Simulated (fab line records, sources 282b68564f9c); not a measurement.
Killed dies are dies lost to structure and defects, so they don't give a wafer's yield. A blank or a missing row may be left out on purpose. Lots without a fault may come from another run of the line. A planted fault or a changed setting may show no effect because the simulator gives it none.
fab line records | flow rit_cmos
record lots=7 wafers=21 last_day=7
route steps=202 shown NWELL@38 PWELL@39 WELLDRIVE@50 M1@202
lots that met no fault: from a run of the same line without faults
start_h: hours from the record's first day to the start of the lot's first wafer shown | wait_h: hours since the lot's step before | " the same as in the row above | L1.1+2: a row that stands for several wafers | - no value, or no start given | * or withheld: withheld | < > ~ a bound
route shown NAME@n: a module of which the file shows steps, and the number in the route of the first | usual: mean/standard deviation of fault-free wafers | same: alike in all rows | chamber/n: place in a boat | sites: the reading at each site | _std_site: their standard deviation | _edge_site: outer sites' mean less inner sites' | radius_mm: how far each site lies from the wafer's centre | mask NAME#n: copy n | behind: the tool/chamber that last shaped the wafer | hold: why the lot was held/for how many hours/how that ended | device: the transistor (n, p or np) that didn't switch | end of line: the same wafers' tests at the end of the route | a step without rows: its recipe alone | killed: dies lost to structure and defects at the first sort, not the wafer's yield | map: a wafer's dies, x killed, . not, _ none there
set.NAME: the setting as run; set.NAME@STEP: as run at that earlier step | model.NAME: the simulator's own value behind a step, which no gauge read
lots at some steps of the route; a table a step, a row a wafer
services: from which hour (start_h, from the record's first day; less than 0 if before it) a tool's chamber was out of use, for how many hours, and why
## steps
# step RIT_NWELL_TW_MEAS_10
# usual NWELL_TW=2134/29
# columns lot.wafer tool chamber start_h wait_h NWELL_TW
L700.1 film_metro-04 - 30.10 0.1 2106
L700.3 " - " " 2107
L700.5 " - " " 2086
L709.3 film_metro-03 - 65.95 0.1 2166
L709.4 " - " " 2172
L709.5 " - " " 2175
L710.1 film_metro-02 - 71.26 0.1 2157
L710.2 " - " " 2145
L710.6 " - " " 2142
L716.1 film_metro-04 - 100.89 0.1 2107
L716.2 " - " " 2116
L716.5 " - " " 2101
L717.1 film_metro-04 - 106.12 0.1 2109
L717.2 " - " " 2099
L717.4 " - " " 2099
L719.4 film_metro-03 - 115.96 0.1 2163
L719.5 " - " " 2151
L719.6 " - " " 2162
L722.2 film_metro-04 - 130.85 0.1 2099
L722.4 " - " " 2101
L722.6 " - " " 2101
# step RIT_PWELL_HMDS_00
# recipe prime_time_s=60 prime_temp_c=140
# step RIT_PWELL_COAT_01
# recipe resist=NOVOLAK spin_rpm=2000 resist_thk_nm=1300
# step RIT_PWELL_SOFTBAKE_02
# recipe resist=NOVOLAK temp_c=90 time_s=60
# step RIT_PWELL_EXPOSE_03
# recipe mask_id=M3 na=0.57 target_cd_nm=43700 dose_mj=250
# step RIT_PWELL_PEB_04
# recipe resist=NOVOLAK temp_c=withheld time_s=withheld
# step RIT_PWELL_DEVELOP_05
# recipe resist=NOVOLAK develop_time_s=68 dev_temp_c=23
# step RIT_PWELL_OVL_MEAS_06
# usual PWELL_OVL=-0.5/1.2
# columns lot.wafer tool chamber start_h wait_h PWELL_OVL[nm]
L700.1 overlay-02 - 31.04 - 1.2
L700.3 " - " " 0.3
L700.5 " - " " 0.5
L709.3 overlay-02 - 66.88 - -0.4
L709.4 " - " " -0.2
L709.5 " - " " 0.4
L710.1 overlay-01 - 72.32 - -2.3
L710.2 " - " " -0.8
L710.6 " - " " -1.4
L716.1 overlay-02 - 101.83 - -1.0
L716.2 " - " " -0.6
L716.5 " - " " 0.3
L717.1 overlay-01 - 107.06 - 0.5
L717.2 " - " " -2.0
L717.4 " - " " -2.0
L719.4 overlay-02 - 117.07 - -0.4
L719.5 " - " " -3.4
L719.6 " - " " -2.2
L722.2 overlay-01 - 132.11 - 0.2
L722.4 " - " " -1.1
L722.6 " - " " -1.8
# step RIT_PWELL_HARDBAKE_07
# recipe resist=NOVOLAK temp_c=140 time_s=120
# step RIT_PWELL_IMPLANT_08
# recipe species=B energy_kev=170 dose_cm2=7e+13 tilt_deg=7
# step RIT_PWELL_STRIP_09
# recipe chemistry=O2 time_s=180 resist=NOVOLAK platen_temp_c=withheld power_w=500 pressure_mtorr=4000 o2_flow_sccm=4000
# usual drypump_motor_current_A=6.1/0.35
# same time_s=180
# columns lot.wafer tool chamber start_h wait_h drypump_motor_current_A rf_hours_counter_h
L700.1 plasma_asher-02 0 31.47 0.1 6.4 36
L700.3 " 1 " " 6.3 -
L700.5 " 0 " " 6.4 -
L709.3 plasma_asher-03 0 67.36 0.1 5.7 -
L709.4 " 1 " " 5.7 -
L709.5 " 0 " " 5.7 -
L710.1 plasma_asher-04 0 72.76 0.1 6.5 44
L710.2 " 1 " " 6.1 44
L710.6 " 1 " " 6.2 -
L716.1 plasma_asher-02 1 102.27 0.1 6.3 44
L716.2 " 0 " " 6.3 44
L716.5 " 0 " " 6.3 -
L717.1 plasma_asher-04 1 107.50 0.1 6.1 48
L717.2 " 0 " " 6.6 48
L717.4 " 0 " " 6.6 -
L719.4 plasma_asher-03 0 117.55 0.1 5.7 -
L719.5 " 1 " " 5.6 -
L719.6 " 0 " " 5.7 -
L722.2 plasma_asher-04 1 132.54 0.1 6.1 2
L722.4 " 0 " " 6.6 -
L722.6 " 0 " " 6.6 -
# step RIT_PWELL_TW_MEAS_10
# usual PWELL_TW=944/12
# columns lot.wafer tool chamber start_h wait_h PWELL_TW
L700.1 film_metro-02 - 31.65 0.1 963
L700.3 " - " " 962
L700.5 " - " " 960
L709.3 film_metro-04 - 67.50 0.1 929
L709.4 " - " " 934
L709.5 " - " " 931
L710.1 film_metro-02 - 72.93 0.1 959
L710.2 " - " " 960
L710.6 " - " " 958
L716.1 film_metro-03 - 102.44 0.1 949
L716.2 " - " " 951
L716.5 " - " " 952
L717.1 film_metro-04 - 107.67 0.1 936
L717.2 " - " " 940
L717.4 " - " " 937
L719.4 film_metro-04 - 117.70 0.1 936
L719.5 " - " " 933
L719.6 " - " " 933
L722.2 film_metro-04 - 132.73 0.1 938
L722.4 " - " " 931
L722.6 " - " " 932
# step RIT_WELLDRIVE_ANNEAL_00
# recipe temp_c=1100 time_s=14700 ambient=N2
# usual tube_center_temp_C_max=1102.9/0.54 zone_power_source_pct=44/4.3
# same time_s=14700
# columns lot.wafer tool chamber start_h wait_h tube_center_temp_C_max zone_power_source_pct
L700.1 furnace-01 0 31.71 0.1 1102.7 47
L700.3 " 0 " " 1102.4 47
L700.5 " 0 " " 1102.4 47
L709.3 furnace-01 0 68.08 0.6 1103.0 46
L709.4 " 0 " " 1102.7 47
L709.5 " 0 " " 1102.6 47
L710.1 furnace-04 0 73.13 0.2 1103.0 37
L710.2 " 0 " " 1104.6 37
L710.6 " 0 " " 1103.0 37
L716.1 furnace-03 0 102.61 0.2 1102.8 47
L716.2 " 0 " " 1103.4 48
L716.5 " 0 " " 1102.4 47
L717.1 furnace-03 0 107.73 0.1 1103.1 47
L717.2 " 0 " " 1102.5 47
L717.4 " 0 " " 1103.8 47
L717.1 furnace-01 0 113.37 0.5 1102.9 47
L717.2 " 0 " " 1103.8 47
L717.4 " 0 " " 1103.3 47
L719.4 furnace-03 0 117.90 0.2 1102.6 47
L719.5 " 0 " " 1103.3 47
L719.6 " 0 " " 1103.0 47
L719.4 furnace-01 0 123.33 0.3 1102.7 46
L719.5 " 0 " " 1102.6 47
L719.6 " 0 " " 1102.3 46
L722.2 furnace-03 0 133.15 0.4 1102.7 48
L722.4 " 0 " " 1103.0 47
L722.6 " 0 " " 1102.5 47
L722.2 furnace-01 0 138.63 0.4 1103.1 46
L722.4 " 0 " " 1103.0 46
L722.6 " 0 " " 1102.9 46
# step RIT_WELLDRIVE_RS_MEAS_01
# recipe thk_meas_gauge=four-point-probe
# usual NWELL_RS=275.4/0.9
# columns lot.wafer tool chamber start_h wait_h NWELL_RS[ohm/sq]
L700.1 film_metro-04 - 36.79 0.0 275.3
L700.3 " - " " 275.9
L700.5 " - " " 276.1
L709.3 film_metro-03 - 73.20 0.0 276.0
L709.4 " - " " 274.0
L709.5 " - " " 274.5
L710.1 film_metro-03 - 78.21 0.0 275.5
L710.2 " - " " 275.8
L710.6 " - " " 275.6
L716.1 film_metro-03 - 107.69 0.0 274.1
L716.2 " - " " 275.2
L716.5 " - " " 275.4
L717.1 film_metro-03 - 118.45 0.0 275.3
L717.2 " - " " 274.8
L717.4 " - " " 274.6
L719.4 film_metro-02 - 128.65 0.2 274.3
L719.5 " - " " 274.4
L719.6 " - " " 273.6
L722.2 film_metro-04 - 143.73 0.0 276.8
L722.4 " - " " 276.3
L722.6 " - " " 276.5
# step RIT_M1_PROBE_99
# usual killed_at_front_end=7/3.2 killed_dies=7/3.2 killed_open=3.2/2.1 killed_short=3.5/2.2
# same gross_dies=264 killed_at_M0_to_M3=0 killed_at_M4_up=0 killed_at_back_side=0 killed_at_contacts=0 killed_at_other=0
# columns lot.wafer tool chamber start_h wait_h killed_at_front_end killed_dies killed_open killed_short
L700.1 prober-02 - 66.14 0.1 12 12 5 7
L700.3 prober-02 - 66.24 0.2 8 8 3 5
L700.5 prober-02 - 66.34 0.2 12 12 5 7
L709.3 prober-01 - 101.40 0.2 7 7 2 5
L709.4 prober-01 - 101.45 0.2 5 5 2 3
L709.5 prober-01 - 101.50 0.2 2 2 0 2
L710.1 prober-02 - 106.78 0.1 10 10 5 5
L710.2 prober-02 - 106.83 0.1 8 8 3 5
L710.6 prober-02 - 107.03 0.2 8 8 1 7
L716.1 prober-02 - 137.03 0.1 6 6 4 2
L716.2 prober-02 - 137.08 0.1 8 8 5 3
L716.5 prober-02 - 137.23 0.2 10 10 8 2
L717.1 prober-01 - 149.45 0.1 6 6 2 4
L717.2 prober-01 - 149.50 0.1 7 7 3 4
L717.4 prober-01 - 149.60 0.2 8 8 2 6
L719.4 prober-01 - 160.12 0.2 6 6 4 2
L719.5 prober-01 - 160.17 0.2 4 4 2 2
L719.6 prober-01 - 160.22 0.2 6 6 2 4
L722.2 prober-02 - 174.97 0.1 2 2 2 0
L722.4 prober-02 - 175.07 0.2 2 2 1 1
L722.6 prober-02 - 175.17 0.2 10 10 2 8
# killed by level:class
L700.1 GATE:geometric_particle:short=4 GATE:geometric_particle:open=3 SPACER:geometric_particle:short=2 REOX:geometric_particle:open=1 SILICIDE:geometric_particle:open=1 SILICIDE:geometric_particle:short=1
L700.3 FOX1:geometric_particle:short=1 FOX1:geometric_particle:open=1 GATE:geometric_particle:open=1 GATE:geometric_particle:short=1 REOX:geometric_particle:short=1 SPACER:geometric_particle:open=1 SPACER:geometric_particle:short=1 SILICIDE:geometric_particle:short=1
L700.5 GATE:geometric_particle:open=3 GATE:geometric_particle:short=3 SPACER:geometric_particle:short=3 FOX1:geometric_particle:open=1 FOX1:geometric_particle:short=1 SPACER:geometric_particle:open=1
L709.3 FOX1:geometric_particle:short=2 SPACER:geometric_particle:short=2 GATE:geometric_particle:short=1 REOX:geometric_particle:open=1 SILICIDE:geometric_particle:open=1
L709.4 FOX2:geometric_particle:short=1 GATE:geometric_particle:open=1 REOX:geometric_particle:short=1 SPACER:geometric_particle:open=1 SPACER:geometric_particle:short=1
L709.5 ACTIVE:geometric_particle:short=1 GATE:geometric_particle:short=1
L710.1 GATE:geometric_particle:open=3 GATE:geometric_particle:short=2 SILICIDE:geometric_particle:short=2 FOX1:geometric_particle:short=1 REOX:geometric_particle:open=1 SPACER:geometric_particle:open=1
L710.2 REOX:geometric_particle:short=3 SILICIDE:geometric_particle:short=2 FOX2:geometric_particle:open=1 GATE:geometric_particle:open=1 SPACER:geometric_particle:open=1
L710.6 FOX1:geometric_particle:short=2 GATE:geometric_particle:short=2 SILICIDE:geometric_particle:short=2 SPACER:geometric_particle:short=1 SPACER:geometric_particle:open=1
L716.1 GATE:geometric_particle:open=2 GATE:geometric_particle:short=2 SILICIDE:geometric_particle:open=2
L716.2 GATE:geometric_particle:open=4 GATE:geometric_particle:short=3 SPACER:geometric_particle:open=1
L716.5 GATE:geometric_particle:open=5 SPACER:geometric_particle:open=2 ACTIVE:geometric_particle:open=1 GATE:geometric_particle:short=1 SPACER:geometric_particle:short=1
L717.1 FOX1:geometric_particle:short=1 FOX2:geometric_particle:short=1 GATE:geometric_particle:short=1 GATE:geometric_particle:open=1 REOX:geometric_particle:short=1 SPACER:geometric_particle:open=1
L717.2 GATE:geometric_particle:short=3 FOX2:geometric_particle:open=1 SPACER:geometric_particle:open=1 SPACER:geometric_particle:short=1 SILICIDE:geometric_particle:open=1
L717.4 GATE:geometric_particle:short=4 FOX2:geometric_particle:short=1 FOX2:geometric_particle:open=1 GATE:geometric_particle:open=1 SILICIDE:geometric_particle:short=1
L719.4 FOX2:geometric_particle:open=2 GATE:geometric_particle:short=2 SPACER:geometric_particle:open=2
L719.5 REOX:geometric_particle:open=2 REOX:geometric_particle:short=2
L719.6 GATE:geometric_particle:short=2 REOX:geometric_particle:short=2 REOX:geometric_particle:open=1 SPACER:geometric_particle:open=1
L722.2 GATE:geometric_particle:open=1 SPACER:geometric_particle:open=1
L722.4 GATE:geometric_particle:short=1 GATE:geometric_particle:open=1
L722.6 FOX1:geometric_particle:short=2 FOX2:geometric_particle:short=2 FOX2:geometric_particle:open=1 GATE:geometric_particle:short=1 GATE:geometric_particle:open=1 REOX:geometric_particle:short=1 SPACER:geometric_particle:short=1 SILICIDE:geometric_particle:short=1
## services
# columns tool chamber start_h hours kind
furnace-03 - 12.19 16.1 pm
furnace-03 - 28.27 2.6 pm
furnace-04 - 62.22 2.5 pm
plasma_asher-04 - 108.75 9.0 pm
plasma_asher-04 0 108.75 9.0 vent_cycle
plasma_asher-04 1 108.75 9.0 vent_cycle
plasma_asher-04 0 117.75 - clean
plasma_asher-04 1 117.75 - clean
furnace-01 - 131.83 3.2 pm
## key
first_sign step=RIT_WELLDRIVE_ANNEAL_00 reading=visit direction=added
effect none on later readings
met_at RIT_WELLDRIVE_ANNEAL_00
struck_wafers L717.1,L717.2,L717.4,L719.4,L719.5,L719.6,L722.2,L722.4,L722.6
tester_left_out L717,L719,L722
fault kind=repeated_step_whole tool=furnace-01,furnace-03,furnace-04 chamber=- onset_h=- steps=RIT_WELLDRIVE_ANNEAL_00 times=1 scope=struck_lots_only
# tester_left_out: of these lots the tester's yield and bins aren't shown, on N5 and GAA mostly nor the transistor test; their killed dies are dies lost to structure and defects alone, not to doping, threshold or leakage, so they don't give the yield
